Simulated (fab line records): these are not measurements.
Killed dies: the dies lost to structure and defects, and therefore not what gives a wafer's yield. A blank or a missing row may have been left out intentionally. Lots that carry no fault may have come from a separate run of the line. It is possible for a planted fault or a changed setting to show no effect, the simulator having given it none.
Comparing a struck lot with a sound one + flow rit-cmos + 17 steps out of a route of 202
Sound: the wafers L621.1, L621.2, L621.5. Wafers L623.1, L623.2, L623.4 were the ones struck. At the end, the cause is stated.
For every step that has rows: the tool of each side, followed by ch and its chambers, followed by its first start. Under that, the readings that differ: sound wafers + struck wafers + difference of the means + sigmas: that difference in standard deviations of wafers without a fault.
alike: readings with means less than 2 such deviations apart, plus words and numbers identical on both sides. not compared: withheld readings, readings lacking a value on some wafer, bounds such as >300 that could conceal the same value, and numbers that have no deviation in the record and whose values overlap.
The two part at a step that has a row with sigmas, a row that says differs or no value, or rows on one side only. Numbers that don't overlap but have no deviation are shown without sigmas and don't part them. Lack of a reading on every wafer of one side parts them only where that side has two or more wafers.

first, 1 step without rows for these wafers: RIT_PRETRO_DEVELOP_05 (develop time 68 s).
RIT_PRETRO_OVL_MEAS_06:
  sound on overlay-01, day 2 08:09; struck on overlay-02, day 2 16:22
  alike: PRETRO_OVL
then, 2 steps without rows for these wafers: RIT_PRETRO_HARDBAKE_07 (time 120 s); RIT_PRETRO_IMPLANT_08.
RIT_PRETRO_STRIP_09: strips in O2, time 180 s.
  sound on plasma-asher-01 ch 0,1, day 2 08:35; struck on plasma-asher-02 ch 0,1, day 2 16:48
  alike: drypump-motor-current-A
  not compared: rf-hours-counter-h
RIT_PRETRO_TW_MEAS_10:
  sound on film-metro-04, day 2 08:46; struck on film-metro-01, day 2 16:58
  alike: PRETRO_TW
then, 5 steps without rows for these wafers: RIT_GATE_WET_ETCH_00 (etches SiO2 in BOE, target depth 56 nm, time 60 s); RIT_GATE_CLEAN_01 (cleans in SC1, time 600 s); RIT_GATE_CLEAN_02 (cleans in dHF, time 30 s); RIT_GATE_CLEAN_03 (cleans in SC2, time 600 s); RIT_GATE_CLEAN_04 (cleans in dHF, time 60 s).
RIT_FOX2_THK_MEAS_91:
  sound on film-metro-03, day 2 09:14; struck on film-metro-04, day 2 17:28
  alike: FIELD_OXIDE_LEFT_2_THK
RIT_GATE_OXIDATION_05: target thk 3 nm, ox time 270 s.
  sound on furnace-04 ch 0, day 2 09:17; struck on furnace-04 ch 0, day 2 18:52
  alike: tube_center_temp_C_max, zone-power-centre-pct
then, 1 step without rows for these wafers: RIT_GATE_ANNEAL_06 (time 600 s).
RIT_GATE_THK_MEAS_07:
  sound on film-metro-02, day 2 10:37; struck on film-metro-03, day 2 20:26
| reading             | sound          | struck         | difference | sigmas |
|---------------------|----------------|----------------|------------|--------|
| GATE_OXIDE_THK (nm) | 2.92 3.03 2.99 | 4.93 4.88 4.85 | +1.91      | +28    |
then, 2 steps without rows for these wafers: RIT_GATE_CVD_08 (deposits poly-Si from SiH4, target thk 250 nm, time 2220 s); RIT_M1_PROBE_99.

## WHERE THEY PART
RIT_GATE_THK_MEAS_07 only, going by this record.

WHY: what had been put in by the simulator
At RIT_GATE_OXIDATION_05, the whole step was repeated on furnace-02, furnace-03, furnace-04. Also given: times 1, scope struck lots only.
